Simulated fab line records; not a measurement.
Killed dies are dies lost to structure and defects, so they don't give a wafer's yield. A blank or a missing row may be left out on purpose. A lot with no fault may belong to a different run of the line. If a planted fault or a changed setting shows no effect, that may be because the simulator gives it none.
fab line records + flow rit_cmos
record
- lots=7
- wafers=21
- last_day=7
route steps=202 shown SILICIDE@162 CONTACT@168
lots with no fault: from the same line, run without faults
start_h: the number of hours between the record's first day and the start of the first shown wafer of the lot + wait_h: how many hours have passed since the lot's step before this one + " as in the row above + L1.1+2: one row covering several wafers at once + - no value, or no start was given + * or withheld: withheld + < > ~ a bound
route shown NAME@n: a module of which the file shows steps, and the number in the route of the first + usual: average and standard deviation across the fault-free wafers + same: alike in all rows + chamber/n: place in a boat + sites: the reading at each site + _std_site: their standard deviation + _edge_site: outer sites' mean less inner sites' + radius_mm: for every site, how far away it sits from the centre of the wafer + mask NAME#n: copy n + behind: tool/chamber where the wafer was last shaped + hold: cause of the lot's hold/its duration in hours/its outcome + device: whichever transistor did not switch (one of n, p or np) + end of line: at the end of the route, the tests of the same wafers + a step without rows: its recipe alone + killed: at the first sort, the dies lost to defects and structure; wafer yield is something else + map: per-die view of a wafer (x killed, . not killed, _ where there is no die)
set.NAME: the run value of the setting; set.NAME@STEP: its run value at that earlier step + model.NAME: the simulator's own value behind a step, which no gauge read
lots at some steps of the route; a table a step, a row a wafer
services: when a tool's chamber went out of use (start_h, in hours from the record's first day, below 0 if earlier), for how many hours, and the reason
## steps
# step RIT_SILICIDE_SPUTTER_01
# recipe
- material=Ti
- target_thk_nm=30
- power_w=350
- chamber_pressure_pa=0.6436
- gas=Ar
- time_s=240
- substrate_temp_c=25
# usual
- throttle_valve_pct=29.7/0.74
| lot.wafer | tool           | chamber | start_h | wait_h | throttle_valve_pct |
|-----------|----------------|---------|---------|--------|--------------------|
| L515.2    | pvd_sputter-01 | -       | 92.20   | 0.0    | 30.0               |
| L515.3    | "              | -       | "       | "      | 28.9               |
| L515.6    | "              | -       | "       | "      | 30.5               |
| L516.1    | pvd_sputter-04 | -       | 95.18   | 0.0    | 29.6               |
| L516.2    | "              | -       | "       | "      | 30.5               |
| L516.5    | "              | -       | "       | "      | 29.2               |
| L517.1    | pvd_sputter-01 | -       | 99.47   | 0.0    | 30.3               |
| L517.3    | "              | -       | "       | "      | 29.3               |
| L517.5    | "              | -       | "       | "      | 29.0               |
| L518.1    | pvd_sputter-03 | -       | 108.80  | 0.0    | 30.1               |
| L518.2    | "              | -       | "       | "      | 28.1               |
| L518.4    | "              | -       | "       | "      | 28.9               |
| L519.1    | pvd_sputter-01 | -       | 112.97  | 0.0    | 30.3               |
| L519.3    | "              | -       | "       | "      | 29.1               |
| L519.4    | "              | -       | "       | "      | 29.7               |
| L525.4    | pvd_sputter-01 | -       | 145.63  | 0.0    | 29.1               |
| L525.5    | "              | -       | "       | "      | 30.2               |
| L525.6    | "              | -       | "       | "      | 29.1               |
| L528.2    | pvd_sputter-03 | -       | 155.31  | 0.0    | 27.9               |
| L528.3    | "              | -       | "       | "      | 30.1               |
| L528.6    | "              | -       | "       | "      | 30.1               |
# step RIT_SILICIDE_RS_MEAS_02
# recipe
- thk_meas_gauge=four-point-probe
- reads=Ti_of_SILICIDE_SPUTTER_01
# usual
- SILICIDE_TI_RS=44.4/0.57
| lot.wafer | tool          | chamber | start_h | wait_h | SILICIDE_TI_RS[ohm/sq] |
|-----------|---------------|---------|---------|--------|------------------------|
| L515.2    | film_metro-03 | -       | 92.37   | 0.1    | 45.3                   |
| L515.3    | "             | -       | "       | "      | 45.1                   |
| L515.6    | "             | -       | "       | "      | 44.5                   |
| L516.1    | film_metro-03 | -       | 95.33   | 0.1    | 45.7                   |
| L516.2    | "             | -       | "       | "      | 45.3                   |
| L516.5    | "             | -       | "       | "      | 44.9                   |
| L517.1    | film_metro-03 | -       | 99.64   | 0.1    | 43.9                   |
| L517.3    | "             | -       | "       | "      | 43.9                   |
| L517.5    | "             | -       | "       | "      | 44.2                   |
| L518.1    | film_metro-03 | -       | 108.95  | 0.1    | 44.6                   |
| L518.2    | "             | -       | "       | "      | 44.2                   |
| L518.4    | "             | -       | "       | "      | 44.2                   |
| L519.1    | film_metro-04 | -       | 113.12  | 0.1    | 44.5                   |
| L519.3    | "             | -       | "       | "      | 45.0                   |
| L519.4    | "             | -       | "       | "      | 44.8                   |
| L525.4    | film_metro-04 | -       | 145.84  | 0.1    | 43.4                   |
| L525.5    | "             | -       | "       | "      | 43.3                   |
| L525.6    | "             | -       | "       | "      | 43.4                   |
| L528.2    | film_metro-04 | -       | 155.48  | 0.1    | 44.1                   |
| L528.3    | "             | -       | "       | "      | 44.2                   |
| L528.6    | "             | -       | "       | "      | 43.9                   |
# step RIT_SILICIDE_THK_MEAS_03
# recipe
- thk_meas_gauge=xrf
- reads=Ti_of_SILICIDE_SPUTTER_01
# usual
- SILICIDE_TI_THK=30.1/0.33
| lot.wafer | tool          | chamber | start_h | wait_h | SILICIDE_TI_THK[nm] |
|-----------|---------------|---------|---------|--------|---------------------|
| L515.2    | film_metro-03 | -       | 92.48   | 0.1    | 29.7                |
| L515.3    | "             | -       | "       | "      | 29.8                |
| L515.6    | "             | -       | "       | "      | 30.0                |
| L516.1    | film_metro-03 | -       | 95.45   | 0.1    | 29.5                |
| L516.2    | "             | -       | "       | "      | 29.6                |
| L516.5    | "             | -       | "       | "      | 29.9                |
| L517.1    | film_metro-03 | -       | 99.76   | 0.1    | 30.5                |
| L517.3    | "             | -       | "       | "      | 30.5                |
| L517.5    | "             | -       | "       | "      | 30.3                |
| L518.1    | film_metro-03 | -       | 109.07  | 0.1    | 30.1                |
| L518.2    | "             | -       | "       | "      | 30.4                |
| L518.4    | "             | -       | "       | "      | 30.3                |
| L519.1    | film_metro-04 | -       | 113.24  | 0.1    | 30.0                |
| L519.3    | "             | -       | "       | "      | 29.6                |
| L519.4    | "             | -       | "       | "      | 29.9                |
| L525.4    | film_metro-04 | -       | 145.93  | 0.1    | 30.6                |
| L525.5    | "             | -       | "       | "      | 30.5                |
| L525.6    | "             | -       | "       | "      | 30.6                |
| L528.2    | film_metro-04 | -       | 155.59  | 0.1    | 30.1                |
| L528.3    | "             | -       | "       | "      | 30.1                |
| L528.6    | "             | -       | "       | "      | 30.3                |
# step RIT_SILICIDE_RTA_04
# recipe
- temp_c=650
- time_s=10
- idle_temp_c=25
- ramp_up_s=5
- ramp_down_s=5
- cool_to_c=25
- ambient=N2
# usual
- wafer_temp_C_max=652.5/0.58
| lot.wafer | tool          | chamber | start_h | wait_h | wafer_temp_C_max |
|-----------|---------------|---------|---------|--------|------------------|
| L515.2    | rtp_anneal-02 | 0       | 92.54   | 0.1    | 654.0            |
| L515.3    | "             | 0       | "       | "      | 652.1            |
| L515.6    | "             | 0       | "       | "      | 652.2            |
| L516.1    | rtp_anneal-01 | 0       | 95.51   | 0.1    | 652.0            |
| L516.2    | "             | 0       | "       | "      | 652.1            |
| L516.5    | "             | 0       | "       | "      | 652.1            |
| L517.1    | rtp_anneal-02 | 0       | 99.82   | 0.1    | 653.2            |
| L517.3    | "             | 0       | "       | "      | 653.2            |
| L517.5    | "             | 0       | "       | "      | 652.7            |
| L518.1    | rtp_anneal-01 | 0       | 109.13  | 0.1    | 651.4            |
| L518.2    | "             | 0       | "       | "      | 652.4            |
| L518.4    | "             | 0       | "       | "      | 651.2            |
| L519.1    | rtp_anneal-02 | 0       | 113.30  | 0.1    | 652.7            |
| L519.3    | "             | 0       | "       | "      | 653.1            |
| L519.4    | "             | 0       | "       | "      | 652.5            |
| L525.4    | rtp_anneal-02 | 0       | 145.99  | 0.1    | 652.2            |
| L525.5    | "             | 0       | "       | "      | 652.9            |
| L525.6    | "             | 0       | "       | "      | 653.1            |
| L528.2    | rtp_anneal-01 | 0       | 155.65  | 0.1    | 652.5            |
| L528.3    | "             | 0       | "       | "      | 652.4            |
| L528.6    | "             | 0       | "       | "      | 652.2            |
# step RIT_SILICIDE_WET_ETCH_05
# recipe
- chemistry=SPM
- target=Ti
- temp_c=90
- time_s=120
- dry=n2_spin
# step RIT_SILICIDE_RTA_06
# recipe
- temp_c=750
- time_s=10
- idle_temp_c=25
- ramp_up_s=5
- ramp_down_s=10
- cool_to_c=25
- ambient=N2
# usual
- wafer_temp_C_max=753.0/0.79
| lot.wafer | tool          | chamber | start_h | wait_h | wafer_temp_C_max |
|-----------|---------------|---------|---------|--------|------------------|
| L515.2    | rtp_anneal-01 | 0       | 92.65   | 0.0    | 752.9            |
| L515.3    | "             | 0       | "       | "      | 752.4            |
| L515.6    | "             | 0       | "       | "      | 752.9            |
| L516.1    | rtp_anneal-02 | 0       | 95.62   | 0.0    | 753.6            |
| L516.2    | "             | 0       | "       | "      | 752.9            |
| L516.5    | "             | 0       | "       | "      | 753.1            |
| L517.1    | rtp_anneal-01 | 0       | 99.92   | 0.0    | 753.5            |
| L517.3    | "             | 0       | "       | "      | 752.6            |
| L517.5    | "             | 0       | "       | "      | 752.8            |
| L518.1    | rtp_anneal-02 | 0       | 109.23  | 0.0    | 753.9            |
| L518.2    | "             | 0       | "       | "      | 752.9            |
| L518.4    | "             | 0       | "       | "      | 752.4            |
| L519.1    | rtp_anneal-01 | 0       | 113.41  | 0.0    | 752.2            |
| L519.3    | "             | 0       | "       | "      | 752.3            |
| L519.4    | "             | 0       | "       | "      | 753.0            |
| L525.4    | rtp_anneal-01 | 0       | 146.10  | 0.0    | 751.8            |
| L525.5    | "             | 0       | "       | "      | 752.9            |
| L525.6    | "             | 0       | "       | "      | 752.2            |
| L528.2    | rtp_anneal-02 | 0       | 155.76  | 0.0    | 753.1            |
| L528.3    | "             | 0       | "       | "      | 754.2            |
| L528.6    | "             | 0       | "       | "      | 752.6            |
# step RIT_CONTACT_CVD_00
# recipe
- material=SiO2
- target_thk_nm=400
- precursor=TEOS
- temp_c=390
- time_s=61
- rf_w=400
# usual
- heater_power_w=284/38
| lot.wafer | tool     | chamber | start_h | wait_h | heater_power_w |
|-----------|----------|---------|---------|--------|----------------|
| L515.2    | pecvd-04 | 1       | 92.71   | 0.0    | 312            |
| L515.3    | "        | 2       | "       | "      | 275            |
| L515.6    | "        | 2       | "       | "      | 287            |
| L516.1    | pecvd-01 | 0       | 95.69   | 0.1    | 322            |
| L516.2    | "        | 1       | "       | "      | 219            |
| L516.5    | "        | 0       | "       | "      | 338            |
| L517.1    | pecvd-03 | 1       | 99.99   | 0.1    | 282            |
| L517.3    | "        | 0       | "       | "      | 352            |
| L517.5    | "        | 2       | "       | "      | 250            |
| L518.1    | pecvd-04 | 0       | 109.30  | 0.1    | 301            |
| L518.2    | "        | 2       | "       | "      | 267            |
| L518.4    | "        | 2       | "       | "      | 268            |
| L519.1    | pecvd-01 | 0       | 113.48  | 0.1    | 280            |
| L519.3    | "        | 1       | "       | "      | 236            |
| L519.4    | "        | 2       | "       | "      | 262            |
| L525.4    | pecvd-01 | 0       | 146.16  | 0.0    | 336            |
| L525.5    | "        | 1       | "       | "      | 206            |
| L525.6    | "        | 2       | "       | "      | 256            |
| L528.2    | pecvd-04 | 2       | 155.82  | 0.0    | 272            |
| L528.3    | "        | 1       | "       | "      | 269            |
| L528.6    | "        | 0       | "       | "      | 281            |
# step RIT_CONTACT_THK_MEAS_01
# recipe
- reads=SiO2_of_CONTACT_CVD_00
# usual
- CONTACT_TEOS_THK=399/5.3
| lot.wafer | tool          | chamber | start_h | wait_h | CONTACT_TEOS_THK[nm] |
|-----------|---------------|---------|---------|--------|----------------------|
| L515.2    | film_metro-01 | -       | 92.77   | 0.0    | 393                  |
| L515.3    | "             | -       | "       | "      | 387                  |
| L515.6    | "             | -       | "       | "      | 396                  |
| L516.1    | film_metro-04 | -       | 95.74   | 0.0    | 394                  |
| L516.2    | "             | -       | "       | "      | 403                  |
| L516.5    | "             | -       | "       | "      | 407                  |
| L517.1    | film_metro-04 | -       | 100.04  | 0.0    | 395                  |
| L517.3    | "             | -       | "       | "      | 399                  |
| L517.5    | "             | -       | "       | "      | 402                  |
| L518.1    | film_metro-04 | -       | 109.35  | 0.0    | 390                  |
| L518.2    | "             | -       | "       | "      | 390                  |
| L518.4    | "             | -       | "       | "      | 394                  |
| L519.1    | film_metro-04 | -       | 113.53  | 0.0    | 396                  |
| L519.3    | "             | -       | "       | "      | 392                  |
| L519.4    | "             | -       | "       | "      | 398                  |
| L525.4    | film_metro-03 | -       | 146.21  | 0.0    | 402                  |
| L525.5    | "             | -       | "       | "      | 408                  |
| L525.6    | "             | -       | "       | "      | 403                  |
| L528.2    | film_metro-03 | -       | 155.88  | 0.0    | 396                  |
| L528.3    | "             | -       | "       | "      | 401                  |
| L528.6    | "             | -       | "       | "      | 404                  |
# step RIT_CONTACT_HMDS_02
# recipe
- prime_time_s=60
- prime_temp_c=140
# step RIT_CONTACT_COAT_03
# recipe
- resist=NOVOLAK
- spin_rpm=3250
- resist_thk_nm=1000
# step RIT_CONTACT_SOFTBAKE_04
# recipe
- resist=NOVOLAK
- temp_c=89.14
- time_s=60
# step RIT_CONTACT_EXPOSE_05
# recipe
- mask_id=M11
- na=0.6
- source_shape=conventional
- sigma_outer=0.5
- target_cd_nm=1000
- dose_mj=250
# step RIT_CONTACT_PEB_06
# recipe
- resist=NOVOLAK
- temp_c=withheld
- time_s=withheld
# usual
- chill_plate_temp_C=*
- exhaust_pa=44.9/0.88
| lot.wafer | tool           | chamber | start_h | wait_h | chill_plate_temp_C | exhaust_pa |
|-----------|----------------|---------|---------|--------|--------------------|------------|
| L515.2    | litho_track-03 | 0       | 93.64   | 0.1    | *                  | 44.9       |
| L515.3    | "              | 0       | "       | "      | *                  | 45.8       |
| L515.6    | "              | 0       | "       | "      | *                  | 44.6       |
| L516.1    | litho_track-03 | -       | 96.77   | 0.2    | -                  | -          |
| L516.2    | "              | -       | "       | "      | -                  | -          |
| L516.5    | "              | -       | "       | "      | -                  | -          |
| L517.1    | litho_track-03 | -       | 100.86  | 0.1    | -                  | -          |
| L517.3    | "              | -       | "       | "      | -                  | -          |
| L517.5    | "              | -       | "       | "      | -                  | -          |
| L518.1    | litho_track-03 | -       | 109.98  | 0.1    | -                  | -          |
| L518.2    | "              | -       | "       | "      | -                  | -          |
| L518.4    | "              | -       | "       | "      | -                  | -          |
| L519.1    | litho_track-02 | 0       | 114.28  | 0.1    | *                  | 44.2       |
| L519.3    | "              | 0       | "       | "      | *                  | 43.9       |
| L519.4    | "              | 0       | "       | "      | *                  | 44.7       |
| L525.4    | litho_track-01 | 0       | 147.01  | 0.1    | *                  | 43.7       |
| L525.5    | "              | 0       | "       | "      | *                  | 44.1       |
| L525.6    | "              | 0       | "       | "      | *                  | 44.1       |
| L528.2    | litho_track-03 | 0       | 156.52  | 0.1    | *                  | 45.5       |
| L528.3    | "              | 0       | "       | "      | *                  | 45.2       |
| L528.6    | "              | 0       | "       | "      | *                  | 46.0       |
# step RIT_CONTACT_DEVELOP_07
# recipe
- resist=NOVOLAK
- develop_time_s=120
- dev_temp_c=23
## services
| tool           | chamber | start_h | hours | kind   |
|----------------|---------|---------|-------|--------|
| pvd_sputter-04 | -       | 72.06   | 4.4   | repair |
| pecvd-04       | -       | 83.38   | 1.6   | repair |
| pecvd-03       | 1       | 122.06  | 20.6  | repair |
| pecvd-04       | -       | 149.19  | 1.7   | repair |
| pvd_sputter-01 | -       | 156.60  | 13.4  | repair |
## key
first_sign
- step=RIT_CONTACT_PEB_06
- reading=tool_record
- direction=missing
effect none on later readings
met_at RIT_CONTACT_PEB_06
struck_wafers L516.1,L516.2,L516.5,L517.1,L517.3,L517.5,L518.1,L518.2,L518.4
sort_left_out L516.1,L516.2,L516.5,L517.1,L517.3,L517.5,L518.1,L518.2,L518.4
tester_left_out L516,L517,L518
onset_between 93.64 96.77
fault
- kind=skipped_step_whole
- tool=litho_track-03
- chamber=-
- onset_h=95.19
- steps=RIT_CONTACT_PEB_06
- scope=struck_lots_only
# tester_left_out: of these lots the tester's yield and bins aren't shown, on N5 and GAA mostly nor the transistor test; their killed dies are dies lost to structure and defects alone, not to doping, threshold or leakage, so they don't give the yield
# sort_left_out: the simulated sort isn't trusted on such a fault, so these wafers' sort isn't shown, and their yield isn't known
